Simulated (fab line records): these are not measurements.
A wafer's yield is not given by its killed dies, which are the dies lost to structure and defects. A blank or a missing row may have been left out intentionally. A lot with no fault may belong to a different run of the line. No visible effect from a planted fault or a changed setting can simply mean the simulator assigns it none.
fab line records + flow berkeley_cmos170
[record]
- lots = 14
- wafers = 42
- last_day = 12
route steps=331 shown PWELL@49
lots that met no fault: from a run of the same line without faults
start_h: the number of hours between the record's first day and the start of the first shown wafer of the lot + wait_h: hours elapsed since this lot's preceding step + " identical to the entry in the row above + L1.1+2: a row that stands for several wafers + - no value, or no start was given + * or withheld: withheld + < > ~ a bound
route shown NAME@n: names a module that has steps shown in the file, with the first one's number in the route + usual: average and standard deviation across the fault-free wafers + same: alike in all rows + chamber/n: place in a boat + sites: per-site readings + _std_site: the values' standard deviation + _edge_site: the outer-site mean with the inner-site mean subtracted + radius_mm: for every site, how far away it sits from the centre of the wafer + mask NAME#n: copy n + behind: the tool/chamber that last shaped the wafer + hold: why the lot was held/for how many hours/how that ended + device: transistor that didn't switch, given as n, p or np + end of line: the same wafers' tests at the end of the route + a step without rows: its recipe alone + killed: dies lost to structure and defects at the first sort, not the wafer's yield + map: a wafer's dies, x killed, . not, _ none there
set.NAME: the setting as run; set.NAME@STEP: as run at that earlier step + model.NAME: the simulator's own value behind a step, which no gauge read
route steps across a sampled set of lots; one table per step, one row per wafer
services: when a tool's chamber went out of use (start_h, in hours from the record's first day, below 0 if earlier), for how many hours, and the reason
[[steps]]
[step UCB170_PWELL_IMPLANT_15]
[recipe]
- species = B
- dose_cm2 = 5e+12
- energy_kev = 60
- tilt_deg = 7
[usual]
- beam_on_s = 10.00/0.2
- end_station_pressure_torr = 5e-06/2.4e-07
- faraday_current_uA = 15.9/0.31
- tilt_deg = 6.994/0.02
| lot.wafer | tool         | chamber | start_h | wait_h | beam_on_s | end_station_pressure_torr | faraday_current_uA | tilt_deg |
|-----------|--------------|---------|---------|--------|-----------|---------------------------|--------------------|----------|
| L876.3    | implanter-03 | 0       | 44.44   | 0.1    | 10.08     | 4.84e-06                  | 15.8               | 6.979    |
| L876.5    | "            | 0       | "       | "      | 10.35     | 4.96e-06                  | 15.3               | 7.018    |
| L876.6    | "            | 0       | "       | "      | 10.04     | 4.64e-06                  | 15.8               | 6.978    |
| L877.3    | implanter-03 | 0       | 54.29   | 0.1    | 9.80      | 5.16e-06                  | 16.2               | 6.988    |
| L877.4    | "            | 0       | "       | "      | 10.35     | 4.91e-06                  | 15.3               | 7.017    |
| L877.6    | "            | 0       | "       | "      | 9.82      | 4.77e-06                  | 16.1               | 6.970    |
| L878.2    | implanter-02 | 0       | 54.80   | 0.1    | 9.99      | 4.97e-06                  | 16.0               | 6.973    |
| L878.3    | "            | 0       | "       | "      | 10.48     | 5.07e-06                  | 15.1               | 6.992    |
| L878.5    | "            | 0       | "       | "      | 10.22     | 4.5e-06                   | 15.5               | 6.970    |
| L879.1    | implanter-01 | 0       | 57.87   | 0.1    | 9.75      | 4.7e-06                   | 16.2               | 6.999    |
| L879.4    | "            | 0       | "       | "      | 10.00     | 4.79e-06                  | 15.9               | 6.994    |
| L879.6    | "            | 0       | "       | "      | 9.97      | 5.28e-06                  | 15.9               | 6.956    |
| L880.1    | implanter-01 | 0       | 65.25   | 0.1    | 10.01     | 4.56e-06                  | 15.8               | 7.011    |
| L880.3    | "            | 0       | "       | "      | 10.04     | 5.04e-06                  | 15.8               | 6.989    |
| L880.6    | "            | 0       | "       | "      | 9.58      | 4.65e-06                  | 16.5               | 7.011    |
| L883.1    | implanter-01 | 0       | 78.55   | 0.1    | 10.07     | 4.96e-06                  | 15.8               | 7.024    |
| L883.4    | "            | 0       | "       | "      | 9.93      | 4.64e-06                  | 16.0               | 7.018    |
| L883.6    | "            | 0       | "       | "      | 10.18     | 5.07e-06                  | 15.7               | 7.028    |
| L882.2    | implanter-03 | 0       | 78.79   | 0.1    | 10.45     | 4.69e-06                  | 15.2               | 7.032    |
| L882.3    | "            | 0       | "       | "      | 10.00     | 4.58e-06                  | 15.8               | 7.023    |
| L882.4    | "            | 0       | "       | "      | 10.20     | 5.08e-06                  | 15.6               | 7.005    |
| L885.1    | implanter-03 | 0       | 87.47   | 0.1    | 9.99      | 5.18e-06                  | 15.8               | 7.014    |
| L885.5    | "            | 0       | "       | "      | 9.98      | 5.25e-06                  | 16.0               | 6.994    |
| L885.6    | "            | 0       | "       | "      | 9.86      | 4.87e-06                  | 16.1               | 6.984    |
| L890.3    | implanter-03 | 0       | 113.13  | 0.1    | 11.72     | 9.238e-05                 | 13.7               | 6.978    |
| L890.4    | "            | 0       | "       | "      | 11.89     | 0.00010383                | 13.5               | 6.974    |
| L890.5    | "            | 0       | "       | "      | 12.17     | 9.441e-05                 | 13.2               | 6.966    |
| L889.3    | implanter-02 | 0       | 113.19  | 0.1    | 9.89      | 4.6e-06                   | 16.0               | 6.993    |
| L889.4    | "            | 0       | "       | "      | 9.91      | 4.9e-06                   | 16.0               | 6.977    |
| L889.5    | "            | 0       | "       | "      | 9.53      | 4.67e-06                  | 16.6               | 6.982    |
| L891.1    | implanter-03 | 0       | 121.08  | 0.1    | 11.99     | 9.291e-05                 | 13.3               | 7.029    |
| L891.4    | "            | 0       | "       | "      | 12.05     | 9.53e-05                  | 13.4               | 7.006    |
| L891.5    | "            | 0       | "       | "      | 11.94     | 9.077e-05                 | 13.5               | 7.025    |
| L892.2    | implanter-02 | 0       | 135.62  | 0.1    | 10.01     | 5.22e-06                  | 15.9               | 6.992    |
| L892.3    | "            | 0       | "       | "      | 9.81      | 5.11e-06                  | 16.1               | 7.010    |
| L892.4    | "            | 0       | "       | "      | 9.75      | 4.83e-06                  | 16.3               | 6.991    |
| L896.1    | implanter-01 | 0       | 152.18  | 0.1    | 9.79      | 4.84e-06                  | 16.3               | 7.016    |
| L896.2    | "            | 0       | "       | "      | 9.97      | 4.79e-06                  | 15.9               | 6.971    |
| L896.4    | "            | 0       | "       | "      | 9.98      | 4.97e-06                  | 16.0               | 6.994    |
| L897.1    | implanter-02 | 0       | 158.76  | 0.1    | 10.04     | 4.84e-06                  | 15.8               | 7.044    |
| L897.5    | "            | 0       | "       | "      | 10.01     | 5.32e-06                  | 15.8               | 6.968    |
| L897.6    | "            | 0       | "       | "      | 9.98      | 4.73e-06                  | 15.9               | 6.991    |
[step UCB170_PWELL_TW_MEAS_17]
[usual]
- PWELL_TW = 379/3.3
| lot.wafer | tool          | chamber | start_h | wait_h | PWELL_TW |
|-----------|---------------|---------|---------|--------|----------|
| L876.3    | film_metro-01 | -       | 44.66   | 0.1    | 375      |
| L876.5    | "             | -       | "       | "      | 376      |
| L876.6    | "             | -       | "       | "      | 376      |
| L877.3    | film_metro-03 | -       | 54.51   | 0.1    | 381      |
| L877.4    | "             | -       | "       | "      | 382      |
| L877.6    | "             | -       | "       | "      | 379      |
| L878.2    | film_metro-01 | -       | 55.03   | 0.1    | 374      |
| L878.3    | "             | -       | "       | "      | 372      |
| L878.5    | "             | -       | "       | "      | 375      |
| L879.1    | film_metro-03 | -       | 58.12   | 0.1    | 381      |
| L879.4    | "             | -       | "       | "      | 381      |
| L879.6    | "             | -       | "       | "      | 382      |
| L880.1    | film_metro-03 | -       | 65.50   | 0.1    | 379      |
| L880.3    | "             | -       | "       | "      | 379      |
| L880.6    | "             | -       | "       | "      | 381      |
| L883.1    | film_metro-01 | -       | 78.80   | 0.1    | 374      |
| L883.4    | "             | -       | "       | "      | 377      |
| L883.6    | "             | -       | "       | "      | 377      |
| L882.2    | film_metro-04 | -       | 79.02   | 0.1    | 382      |
| L882.3    | "             | -       | "       | "      | 382      |
| L882.4    | "             | -       | "       | "      | 380      |
| L885.1    | film_metro-04 | -       | 87.72   | 0.1    | 383      |
| L885.5    | "             | -       | "       | "      | 381      |
| L885.6    | "             | -       | "       | "      | 381      |
| L890.3    | film_metro-03 | -       | 113.35  | 0.1    | 407      |
| L890.4    | "             | -       | "       | "      | 403      |
| L890.5    | "             | -       | "       | "      | 403      |
| L889.3    | film_metro-04 | -       | 113.45  | 0.1    | 380      |
| L889.4    | "             | -       | "       | "      | 382      |
| L889.5    | "             | -       | "       | "      | 383      |
| L891.1    | film_metro-03 | -       | 121.33  | 0.1    | 403      |
| L891.4    | "             | -       | "       | "      | 405      |
| L891.5    | "             | -       | "       | "      | 403      |
| L892.2    | film_metro-03 | -       | 135.85  | 0.1    | 379      |
| L892.3    | "             | -       | "       | "      | 382      |
| L892.4    | "             | -       | "       | "      | 383      |
| L896.1    | film_metro-01 | -       | 152.43  | 0.1    | 375      |
| L896.2    | "             | -       | "       | "      | 377      |
| L896.4    | "             | -       | "       | "      | 376      |
| L897.1    | film_metro-04 | -       | 159.01  | 0.1    | 380      |
| L897.5    | "             | -       | "       | "      | 379      |
| L897.6    | "             | -       | "       | "      | 380      |
[[services]]
| tool         | chamber | start_h | hours | kind   |
|--------------|---------|---------|-------|--------|
| implanter-03 | -       | 47.78   | 1.6   | repair |
| implanter-03 | -       | 58.86   | 4.5   | pm     |
| implanter-01 | -       | 72.19   | 0.9   | repair |
| implanter-03 | -       | 90.48   | 4.3   | repair |
| implanter-01 | -       | 92.05   | 29.1  | pm     |
| implanter-02 | -       | 123.18  | 12.3  | pm     |
| implanter-02 | -       | 146.37  | 7.8   | repair |
[[key]]
[first_sign]
- step = UCB170_PWELL_IMPLANT_15
- reading = end_station_pressure_torr
- direction = up
- sigmas = 99+
- usual = 5e-06
- struck = 9.493e-05
[effect]
- step = UCB170_PWELL_IMPLANT_15
- reading = beam_on_s
- direction = up
- sigmas = 9.7
- usual = 10.00
- struck = 11.96
[effect]
- step = UCB170_PWELL_TW_MEAS_17
- reading = PWELL_TW
- direction = up
- sigmas = 7.5
- usual = 379
- struck = 404
met_at UCB170_PWELL_IMPLANT_15
struck_lots L890,L891
tester_left_out L890,L891
onset_between 87.47 113.13
[fault]
- kind = process_parameter_drift
- tool = implanter-03
- chamber = -
- onset_h = 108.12
- steps = UCB170_PWELL_IMPLANT_15
- channel = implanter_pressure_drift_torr
- offset = 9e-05
- shape = step
- end_h = 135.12
[fault]
- kind = process_parameter_drift
- tool = implanter-03
- chamber = -
- onset_h = 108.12
- steps = UCB170_PWELL_IMPLANT_15
- channel = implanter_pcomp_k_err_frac
- offset = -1
- shape = step
- end_h = 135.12
// tester_left_out: of these lots the tester's yield and bins aren't shown, on N5 and GAA mostly nor the transistor test; their killed dies are dies lost to structure and defects alone, not to doping, threshold or leakage, so they don't give the yield
